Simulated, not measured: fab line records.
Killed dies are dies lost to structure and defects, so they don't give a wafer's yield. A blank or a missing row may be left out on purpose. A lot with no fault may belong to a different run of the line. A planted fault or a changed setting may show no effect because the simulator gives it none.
Which tool did it? + flow berkeleyCmos170 + 14 lots with 42 wafers sampled at 5 steps, on a route of 331 steps

WHAT EACH GAUGE READ, for each wafer
UCB170_M2_OVL_MEAS_16. Usual: M2_OVL typically reads 0 nm, with standard deviation 4.6.
| lot  | measured     | on         | M2_OVL (nm) | flag |
|------|--------------|------------|-------------|------|
| L647 | day 8 15:01  | overlay-01 | -2 -5 4     |      |
| L649 | day 8 22:06  | overlay-01 | 1 1 -2      |      |
| L648 | day 9 00:44  | overlay-02 | 5 3 -3      |      |
| L650 | day 9 12:16  | overlay-01 | 5 1 7       |      |
| L652 | day 10 06:05 | overlay-02 | -5 -9 -11   |      |
| L658 | day 11 18:44 | overlay-02 | -1 4 -3     |      |
| L660 | day 12 06:19 | overlay-01 | -3 -3 -7    |      |
| L664 | day 13 12:21 | overlay-01 | 8 -1 6      |      |
| L662 | day 13 18:35 | overlay-01 | 3 -8 -4     |      |
| L663 | day 13 18:49 | overlay-01 | -6 0 -4     |      |
| L667 | day 13 19:11 | overlay-01 | 3 3 7       |      |
| L668 | day 14 16:48 | overlay-02 | 1 10 3      |      |
| L669 | day 14 17:32 | overlay-02 | -1 -6 1     |      |
| L670 | day 15 06:02 | overlay-01 | 1 3 5       |      |

UCB170_V2_CD_MEAS_90 targets a cd of 700 nm. Usual: cdNm reads 700.3 nm (standard deviation 1.5).
| lot  | measured     | on       | cdNm (nm)         | flag |
|------|--------------|----------|-------------------|------|
| L647 | day 8 18:38  | cdSem-01 | 701.1 701.9 699.9 |      |
| L649 | day 9 00:49  | cdSem-02 | 699.6 701.6 699.4 |      |
| L648 | day 9 03:38  | cdSem-02 | 699.9 702.2 699.2 |      |
| L650 | day 9 16:22  | cdSem-01 | 698.3 699.3 698.3 |      |
| L652 | day 10 08:51 | cdSem-02 | 699.9 700.1 700.3 |      |
| L658 | day 11 22:17 | cdSem-01 | 698.5 701.2 699.4 |      |
| L660 | day 12 09:04 | cdSem-01 | 701.6 703.4 702.0 |      |
| L664 | day 13 18:04 | cdSem-02 | 699.4 698.6 696.9 |      |
| L662 | day 13 22:40 | cdSem-01 | 699.1 699.3 699.4 |      |
| L663 | day 13 22:49 | cdSem-01 | 699.7 700.8 699.9 |      |
| L667 | day 13 22:50 | cdSem-02 | 698.9 698.3 698.1 |      |
| L668 | day 14 21:27 | cdSem-01 | 699.8 700.9 701.5 |      |
| L669 | day 14 21:51 | cdSem-02 | 698.6 698.7 700.0 |      |
| L670 | day 15 09:00 | cdSem-02 | 700.9 701.7 700.2 |      |

UCB170_M3_RS_MEAS_02: measures by four-point-probe. Usual: M3_AL_RS typically reads 0.0321 ohm/sq, with standard deviation 0.00034.
| lot  | measured     | on           | M3_AL_RS (ohm/sq)    | flag |
|------|--------------|--------------|----------------------|------|
| L647 | day 8 18:54  | filmMetro-02 | 0.0322 0.0321 0.0323 |      |
| L649 | day 9 01:05  | filmMetro-04 | 0.0323 0.0322 0.0321 |      |
| L648 | day 9 03:55  | filmMetro-02 | 0.0323 0.0324 0.0325 |      |
| L650 | day 9 16:38  | filmMetro-01 | 0.0326 0.0329 0.0325 |      |
| L652 | day 10 09:08 | filmMetro-01 | 0.0321 0.0323 0.0323 |      |
| L658 | day 11 22:33 | filmMetro-02 | 0.0323 0.0320 0.0316 |      |
| L660 | day 12 09:20 | filmMetro-02 | 0.0318 0.0329 0.0326 |      |
| L664 | day 13 18:20 | filmMetro-02 | 0.0320 0.0320 0.0321 |      |
| L662 | day 13 22:56 | filmMetro-04 | 0.0321 0.0318 0.0320 |      |
| L663 | day 13 23:05 | filmMetro-02 | 0.0324 0.0323 0.0319 |      |
| L667 | day 13 23:07 | filmMetro-01 | 0.0317 0.0322 0.0317 |      |
| L668 | day 14 21:43 | filmMetro-01 | 0.0318 0.0319 0.0317 |      |
| L669 | day 14 22:07 | filmMetro-04 | 0.0320 0.0319 0.0323 |      |
| L670 | day 15 09:17 | filmMetro-02 | 0.0323 0.0320 0.0317 |      |

WHICH TOOL RAN EACH LOT (tool, then ch and the chambers of the sampled wafers, then the start)
| lot  | UCB170_M2_METAL_ETCH_18          | UCB170_M2_STRIP_19                  |
|------|----------------------------------|-------------------------------------|
| L647 | rieMetal-04 ch 0,1, day 8 15:08  | plasmaAsher-03 ch 0,1, day 8 15:17  |
| L649 | rieMetal-01 ch 0,1, day 8 22:10  | plasmaAsher-03 ch 0,1, day 8 22:22  |
| L648 | rieMetal-04 ch 1, day 9 00:49    | plasmaAsher-02 ch 0,1, day 9 00:59  |
| L650 | rieMetal-01 ch 0,1, day 9 12:20  | plasmaAsher-03 ch 0,1, day 9 12:31  |
| L652 | rieMetal-01 ch 0,1, day 10 06:09 | plasmaAsher-02 ch 0,1, day 10 06:20 |
| L658 | rieMetal-01 ch 0,1, day 11 18:48 | plasmaAsher-03 ch 0,1, day 11 18:59 |
| L660 | rieMetal-04 ch 0,1, day 12 06:26 | plasmaAsher-04 ch 0,1, day 12 06:35 |
| L664 | rieMetal-02 ch 0,1, day 13 12:25 | plasmaAsher-02 ch 0,1, day 13 12:37 |
| L662 | rieMetal-04 ch 0,1, day 13 18:40 | plasmaAsher-04 ch 0,1, day 13 18:51 |
| L663 | rieMetal-02 ch 0,1, day 13 18:56 | plasmaAsher-02 ch 0,1, day 13 19:06 |
| L667 | rieMetal-04 ch 0,1, day 13 19:16 | plasmaAsher-02 ch 0,1, day 13 19:28 |
| L668 | rieMetal-02 ch 0,1, day 14 16:52 | plasmaAsher-02 ch 0,1, day 14 17:04 |
| L669 | rieMetal-04 ch 0,1, day 14 17:40 | plasmaAsher-04 ch 0,1, day 14 17:49 |
| L670 | rieMetal-01 ch 0,1, day 15 06:07 | plasmaAsher-03 ch 0,1, day 15 06:18 |
- UCB170_M2_METAL_ETCH_18: etches Al in Cl2/BCl3, stops on SiO2, target depth 1170 nm, time 195 s.
- UCB170_M2_STRIP_19: strips in O2.

WHAT THE TOOLS THEMSELVES READ (means of the sampled wafers that have a number; where no wafer has one, the mark that the record gives instead)
UCB170_M2_METAL_ETCH_18. Usual: drypumpMotorCurrentA 6.0 A, standard deviation 0.43; oesProductAu 0.850 a.u., standard deviation 0.019; runLengthS 223.0 s, standard deviation 0.35; throttleValvePct 24.48 %, standard deviation 0.16.
| lot  | tool        | drypumpMotorCurrentA (A) | oesProductAu (a.u.) | runLengthS (s) | throttleValvePct (%) | flag |
|------|-------------|--------------------------|---------------------|----------------|----------------------|------|
| L647 | rieMetal-04 | 6.2                      | 0.840               | 223.0          | 24.35                |      |
| L649 | rieMetal-01 | 5.4                      | 0.846               | 223.1          | 24.37                |      |
| L648 | rieMetal-04 | 6.3                      | 0.853               | 223.1          | 24.37                |      |
| L650 | rieMetal-01 | 5.7                      | 0.854               | 222.9          | 24.35                |      |
| L652 | rieMetal-01 | 5.7                      | 0.972               | 194.0          | 24.28                | OFF  |
| L658 | rieMetal-01 | 5.3                      | 0.908               | 208.3          | 24.34                | OFF  |
| L660 | rieMetal-04 | 6.1                      | 0.830               | 222.8          | 24.41                |      |
| L664 | rieMetal-02 | 6.3                      | 0.866               | 223.3          | 24.67                |      |
| L662 | rieMetal-04 | 6.2                      | 0.840               | 222.8          | 24.48                |      |
| L663 | rieMetal-02 | 6.5                      | 0.857               | 223.2          | 24.73                |      |
| L667 | rieMetal-04 | 6.1                      | 0.838               | 222.9          | 24.42                |      |
| L668 | rieMetal-02 | 6.3                      | 0.869               | 223.3          | 24.68                |      |
| L669 | rieMetal-04 | 6.2                      | 0.844               | 223.3          | 24.48                |      |
| L670 | rieMetal-01 | 5.4                      | 0.878               | 223.0          | 24.32                |      |

UCB170_M2_STRIP_19. Usual: drypumpMotorCurrentA 5.7 A, standard deviation 0.5; o2FlowSccm 400.1 sccm, standard deviation 1.5; oesProductAu 0.536 a.u., standard deviation 0.026.
| lot  | tool           | drypumpMotorCurrentA (A) | o2FlowSccm (sccm) | oesProductAu (a.u.) | flag |
|------|----------------|--------------------------|-------------------|---------------------|------|
| L647 | plasmaAsher-03 | 6.2                      | 399.4             | 0.549               |      |
| L649 | plasmaAsher-03 | 6.0                      | 401.3             | 0.508               |      |
| L648 | plasmaAsher-02 | 5.8                      | 400.1             | 0.571               |      |
| L650 | plasmaAsher-03 | 5.9                      | 401.3             | 0.507               |      |
| L652 | plasmaAsher-02 | 5.8                      | 399.5             | 0.619               | OFF  |
| L658 | plasmaAsher-03 | 5.9                      | 399.6             | 0.571               |      |
| L660 | plasmaAsher-04 | 5.7                      | 402.7             | 0.534               |      |
| L664 | plasmaAsher-02 | 5.5                      | 400.9             | 0.549               |      |
| L662 | plasmaAsher-04 | 5.7                      | 400.2             | 0.554               |      |
| L663 | plasmaAsher-02 | 5.8                      | 400.0             | 0.537               |      |
| L667 | plasmaAsher-02 | 5.5                      | 398.7             | 0.535               |      |
| L668 | plasmaAsher-02 | 5.8                      | 400.4             | 0.552               |      |
| L669 | plasmaAsher-04 | 5.7                      | 400.2             | 0.548               |      |
| L670 | plasmaAsher-03 | 5.9                      | 401.6             | 0.519               |      |

THE ANSWER, worked out from the rows above alone
Rule: a lot counts as off when the mean over its wafers that have a number is more than 3 standard deviations away from the usual mean. Also off: a lot with no number at a reading for which 4 or more lots have one. Where the step has rows for the other lots, those lots are counted as sound. First the gauges in route order, then the tools' own readings, where a lot's mean is used as printed above. At the first step where some lot is off, the reading lying furthest off is the one used; lots without a number count as furthest.
Off at UCB170_M2_METAL_ETCH_18 (runLengthS): L652, L658.
If a tool, at that step or one of the process steps before it, ran each lot that is off and ran no sound lot following the first of them, it fits. Not one of the candidates tried fits.

WHAT THE SIMULATOR HAD INSERTED
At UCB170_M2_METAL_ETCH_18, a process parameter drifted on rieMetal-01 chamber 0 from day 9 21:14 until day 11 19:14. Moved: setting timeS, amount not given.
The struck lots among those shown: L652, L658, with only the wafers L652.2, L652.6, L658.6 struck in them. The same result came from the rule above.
